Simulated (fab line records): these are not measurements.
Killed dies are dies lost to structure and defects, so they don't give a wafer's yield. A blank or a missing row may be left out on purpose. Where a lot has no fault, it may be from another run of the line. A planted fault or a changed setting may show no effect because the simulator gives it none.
Which of the tools did it? / flow berkeley-cmos170 / Sampling: 15 lots, 45 wafers, 4 of 331 route steps

WHAT EACH GAUGE READ, for each wafer
UCB170_PWELL_THK_MEAS_06.
lot=L188; measured=day 3 07:44; on=film-metro-01; PWELL_NITRIDE_THK (nm)=220.9 221.7 221.1
lot=L189; measured=day 3 07:45; on=film-metro-04; PWELL_NITRIDE_THK (nm)=218.6 217.0 218.4
lot=L190; measured=day 3 14:19; on=film-metro-02; PWELL_NITRIDE_THK (nm)=218.8 218.4 218.0
lot=L191; measured=day 3 14:19; on=film-metro-01; PWELL_NITRIDE_THK (nm)=218.0 218.9 217.5
lot=L193; measured=day 3 16:55; on=film-metro-02; PWELL_NITRIDE_THK (nm)=217.6 217.0 218.4
lot=L195; measured=day 4 11:14; on=film-metro-01; PWELL_NITRIDE_THK (nm)=218.6 219.3 219.4
lot=L197; measured=day 4 17:22; on=film-metro-04; PWELL_NITRIDE_THK (nm)=221.4 220.6 220.0
lot=L198; measured=day 5 01:20; on=film-metro-02; PWELL_NITRIDE_THK (nm)=220.4 221.9 222.5
lot=L200; measured=day 5 16:20; on=film-metro-02; PWELL_NITRIDE_THK (nm)=220.9 220.4 220.4
lot=L201; measured=day 5 23:49; on=film-metro-02; PWELL_NITRIDE_THK (nm)=222.4 221.3 223.1
lot=L202; measured=day 6 05:40; on=film-metro-01; PWELL_NITRIDE_THK (nm)=222.4 221.2 221.0
lot=L204; measured=day 6 14:46; on=film-metro-01; PWELL_NITRIDE_THK (nm)=219.6 220.2 222.2
lot=L205; measured=day 6 14:46; on=film-metro-04; PWELL_NITRIDE_THK (nm)=222.2 220.9 220.7
lot=L210; measured=day 7 16:43; on=film-metro-01; PWELL_NITRIDE_THK (nm)=220.5 220.6 220.0
lot=L211; measured=day 8 07:09; on=film-metro-04; PWELL_NITRIDE_THK (nm)=218.0 217.7 218.8

UCB170_ACTIVE_THK_MEAS_03.
lot=L188; measured=day 4 03:44; on=film-metro-04; ACTIVE_OXIDE_THK (nm)=25.8 25.7 25.9
lot=L189; measured=day 4 03:44; on=film-metro-03; ACTIVE_OXIDE_THK (nm)=26.8 26.2 26.2
lot=L190; measured=day 4 15:21; on=film-metro-02; ACTIVE_OXIDE_THK (nm)=26.6 26.6 26.3
lot=L191; measured=day 4 15:21; on=film-metro-03; ACTIVE_OXIDE_THK (nm)=26.5 26.4 26.0
lot=L193; measured=day 4 15:21; on=film-metro-04; ACTIVE_OXIDE_THK (nm)=26.5 26.6 26.8
lot=L195; measured=day 5 04:55; on=film-metro-02; ACTIVE_OXIDE_THK (nm)=26.7 26.7 26.3
lot=L197; measured=day 5 15:17; on=film-metro-03; ACTIVE_OXIDE_THK (nm)=25.3 25.6 25.5
lot=L198; measured=day 5 23:53; on=film-metro-03; ACTIVE_OXIDE_THK (nm)=25.9 25.9 26.1
lot=L200; measured=day 6 23:46; on=film-metro-02; ACTIVE_OXIDE_THK (nm)=26.7 27.0 26.6
lot=L201; measured=day 7 03:44; on=film-metro-02; ACTIVE_OXIDE_THK (nm)=26.7 27.1 26.8
lot=L202; measured=day 7 03:44; on=film-metro-04; ACTIVE_OXIDE_THK (nm)=25.7 25.6 26.1
lot=L204; measured=day 7 09:12; on=film-metro-02; ACTIVE_OXIDE_THK (nm)=26.4 26.7 26.3
lot=L205; measured=day 7 09:12; on=film-metro-04; ACTIVE_OXIDE_THK (nm)=26.0 26.4 26.7
lot=L210; measured=day 8 21:03; on=film-metro-02; ACTIVE_OXIDE_THK (nm)=26.4 25.8 26.6
lot=L211; measured=day 9 05:00; on=film-metro-04; ACTIVE_OXIDE_THK (nm)=27.2 26.7 26.8

WHAT TOOL EACH LOT RAN ON (gives the tool, then ch and the chambers of the sampled wafers, and finally the start)
lot=L188; UCB170_ZERO_ETCH_06=rie-diel-01 ch 1,2, day 1 17:55; UCB170_NWELL_ETCH_13=rie-diel-03 ch 0,2, day 2 09:41
lot=L189; UCB170_ZERO_ETCH_06=rie-diel-01 ch 0,1,2, day 2 00:26; UCB170_NWELL_ETCH_13=rie-diel-03 ch 0,1,2, day 2 14:46
lot=L190; UCB170_ZERO_ETCH_06=rie-diel-02 ch 1,2, day 2 06:29; UCB170_NWELL_ETCH_13=rie-diel-02 ch 0,2,3, day 2 18:17
lot=L191; UCB170_ZERO_ETCH_06=rie-diel-02 ch 0,2, day 2 13:20; UCB170_NWELL_ETCH_13=rie-diel-02 ch 0,1,3, day 2 23:23
lot=L193; UCB170_ZERO_ETCH_06=rie-diel-01 ch 2,3, day 2 17:17; UCB170_NWELL_ETCH_13=rie-diel-01 ch 0,1,3, day 3 03:10
lot=L195; UCB170_ZERO_ETCH_06=rie-diel-01 ch 0,3, day 3 08:21; UCB170_NWELL_ETCH_13=rie-diel-01 ch 1,2, day 3 18:30
lot=L197; UCB170_ZERO_ETCH_06=rie-diel-01 ch 0,1,2, day 3 15:38; UCB170_NWELL_ETCH_13=rie-diel-02 ch 1,2, day 4 00:20
lot=L198; UCB170_ZERO_ETCH_06=rie-diel-04 ch 0,2,3, day 3 21:40; UCB170_NWELL_ETCH_13=rie-diel-03 ch 1,2, day 4 07:50
lot=L200; UCB170_ZERO_ETCH_06=rie-diel-01 ch 0,1,3, day 4 06:28; UCB170_NWELL_ETCH_13=rie-diel-01 ch 1,2, day 4 20:23
lot=L201; UCB170_ZERO_ETCH_06=rie-diel-02 ch 0,1,2, day 4 15:02; UCB170_NWELL_ETCH_13=rie-diel-02 ch 1,2, day 5 03:54
lot=L202; UCB170_ZERO_ETCH_06=rie-diel-04 ch 0,2,3, day 4 20:52; UCB170_NWELL_ETCH_13=rie-diel-03 ch 0,1,3, day 5 12:31
lot=L204; UCB170_ZERO_ETCH_06=rie-diel-02 ch 0,2,3, day 5 07:47; UCB170_NWELL_ETCH_13=rie-diel-03 ch 1,3, day 5 19:49
lot=L205; UCB170_ZERO_ETCH_06=rie-diel-04 ch 0,1, day 5 08:02; UCB170_NWELL_ETCH_13=rie-diel-01 ch 0,2,3, day 5 19:55
lot=L210; UCB170_ZERO_ETCH_06=rie-diel-02 ch 0,1,2, day 6 12:02; UCB170_NWELL_ETCH_13=rie-diel-01 ch 2,3, day 6 23:56
lot=L211; UCB170_ZERO_ETCH_06=rie-diel-02 ch 1,2, day 6 20:34; UCB170_NWELL_ETCH_13=rie-diel-01 ch 0,1,3, day 7 11:35
- UCB170_ZERO_ETCH_06: etches SiO2 in CHF3/CF4/Ar, time 12 s.
- UCB170_NWELL_ETCH_13: etches Si3N4 in CH3F/Ar/O2, stops on SiO2, target depth 246.4 nm, time 154 s.

AS READ BY THE TOOLS THEMSELVES (means over the sampled wafers that have a number; for cases with no such wafer, the mark the record gives instead)
UCB170_ZERO_ETCH_06.
lot=L188; tool=rie-diel-01; drypump-motor-current-A (A)=5.8; oes-product-au (a.u.)=0.607; throttle-valve-pct (%)=9.13
lot=L189; tool=rie-diel-01; drypump-motor-current-A (A)=5.7; oes-product-au (a.u.)=0.614; throttle-valve-pct (%)=9.28
lot=L190; tool=rie-diel-02; drypump-motor-current-A (A)=5.8; oes-product-au (a.u.)=0.611; throttle-valve-pct (%)=9.30
lot=L191; tool=rie-diel-02; drypump-motor-current-A (A)=5.7; oes-product-au (a.u.)=0.607; throttle-valve-pct (%)=9.13
lot=L193; tool=rie-diel-01; drypump-motor-current-A (A)=5.3; oes-product-au (a.u.)=0.605; throttle-valve-pct (%)=9.11
lot=L195; tool=rie-diel-01; drypump-motor-current-A (A)=5.0; oes-product-au (a.u.)=0.624; throttle-valve-pct (%)=9.19
lot=L197; tool=rie-diel-01; drypump-motor-current-A (A)=5.7; oes-product-au (a.u.)=0.632; throttle-valve-pct (%)=9.28
lot=L198; tool=rie-diel-04; drypump-motor-current-A (A)=5.6; oes-product-au (a.u.)=0.619; throttle-valve-pct (%)=9.33
lot=L200; tool=rie-diel-01; drypump-motor-current-A (A)=5.3; oes-product-au (a.u.)=0.625; throttle-valve-pct (%)=9.19
lot=L201; tool=rie-diel-02; drypump-motor-current-A (A)=5.8; oes-product-au (a.u.)=0.616; throttle-valve-pct (%)=9.21
lot=L202; tool=rie-diel-04; drypump-motor-current-A (A)=5.6; oes-product-au (a.u.)=0.622; throttle-valve-pct (%)=9.33
lot=L204; tool=rie-diel-02; drypump-motor-current-A (A)=5.6; oes-product-au (a.u.)=0.611; throttle-valve-pct (%)=9.19
lot=L205; tool=rie-diel-04; drypump-motor-current-A (A)=5.4; oes-product-au (a.u.)=0.628; throttle-valve-pct (%)=9.25
lot=L210; tool=rie-diel-02; drypump-motor-current-A (A)=5.7; oes-product-au (a.u.)=0.617; throttle-valve-pct (%)=9.21
lot=L211; tool=rie-diel-02; drypump-motor-current-A (A)=5.7; oes-product-au (a.u.)=0.625; throttle-valve-pct (%)=9.30

UCB170_NWELL_ETCH_13.
lot=L188; tool=rie-diel-03; drypump-motor-current-A (A)=4.9; oes-product-au (a.u.)=0.936; throttle-valve-pct (%)=8.07
lot=L189; tool=rie-diel-03; drypump-motor-current-A (A)=4.9; oes-product-au (a.u.)=0.939; throttle-valve-pct (%)=8.05
lot=L190; tool=rie-diel-02; drypump-motor-current-A (A)=5.6; oes-product-au (a.u.)=0.921; throttle-valve-pct (%)=8.00
lot=L191; tool=rie-diel-02; drypump-motor-current-A (A)=5.5; oes-product-au (a.u.)=0.939; throttle-valve-pct (%)=8.00
lot=L193; tool=rie-diel-01; drypump-motor-current-A (A)=5.3; oes-product-au (a.u.)=0.924; throttle-valve-pct (%)=8.01
lot=L195; tool=rie-diel-01; drypump-motor-current-A (A)=6.0; oes-product-au (a.u.)=0.930; throttle-valve-pct (%)=8.03
lot=L197; tool=rie-diel-02; drypump-motor-current-A (A)=5.8; oes-product-au (a.u.)=0.937; throttle-valve-pct (%)=8.13
lot=L198; tool=rie-diel-03; drypump-motor-current-A (A)=4.8; oes-product-au (a.u.)=0.959; throttle-valve-pct (%)=8.04
lot=L200; tool=rie-diel-01; drypump-motor-current-A (A)=6.0; oes-product-au (a.u.)=0.929; throttle-valve-pct (%)=8.02
lot=L201; tool=rie-diel-02; drypump-motor-current-A (A)=5.7; oes-product-au (a.u.)=0.954; throttle-valve-pct (%)=8.13
lot=L202; tool=rie-diel-03; drypump-motor-current-A (A)=4.9; oes-product-au (a.u.)=0.925; throttle-valve-pct (%)=8.05
lot=L204; tool=rie-diel-03; drypump-motor-current-A (A)=4.8; oes-product-au (a.u.)=0.946; throttle-valve-pct (%)=8.00
lot=L205; tool=rie-diel-01; drypump-motor-current-A (A)=5.5; oes-product-au (a.u.)=0.935; throttle-valve-pct (%)=8.09
lot=L210; tool=rie-diel-01; drypump-motor-current-A (A)=5.7; oes-product-au (a.u.)=0.927; throttle-valve-pct (%)=8.03
lot=L211; tool=rie-diel-01; drypump-motor-current-A (A)=5.3; oes-product-au (a.u.)=0.926; throttle-valve-pct (%)=8.01

THE ANSWER, worked out from the rows above alone
Rule: what is usual is taken from the lots themselves. Put in order of their means at a reading, lots are off if they are a third of the lots or fewer, leave a main group of 4 or more, and stand apart from it by a gap of 3 or more times the standard deviation of the main group's means; of several such gaps the widest counts. Not used: any main group whose means are identical at the precision the tables above print for the reading. Also off: a lot with no number at a reading for which 4 or more lots have one. Any other lot the step has rows for is counted as sound. Order of review: gauges by route order, followed by the tools' own readings, for which a lot's mean as printed above is used. The first step at which some lot is off is used, and at that step the reading that is off furthest; a lot without a number counts as furthest.
Nothing can be told from this: no lot is off at any reading shown.

WHAT WAS PUT IN BY THE SIMULATOR
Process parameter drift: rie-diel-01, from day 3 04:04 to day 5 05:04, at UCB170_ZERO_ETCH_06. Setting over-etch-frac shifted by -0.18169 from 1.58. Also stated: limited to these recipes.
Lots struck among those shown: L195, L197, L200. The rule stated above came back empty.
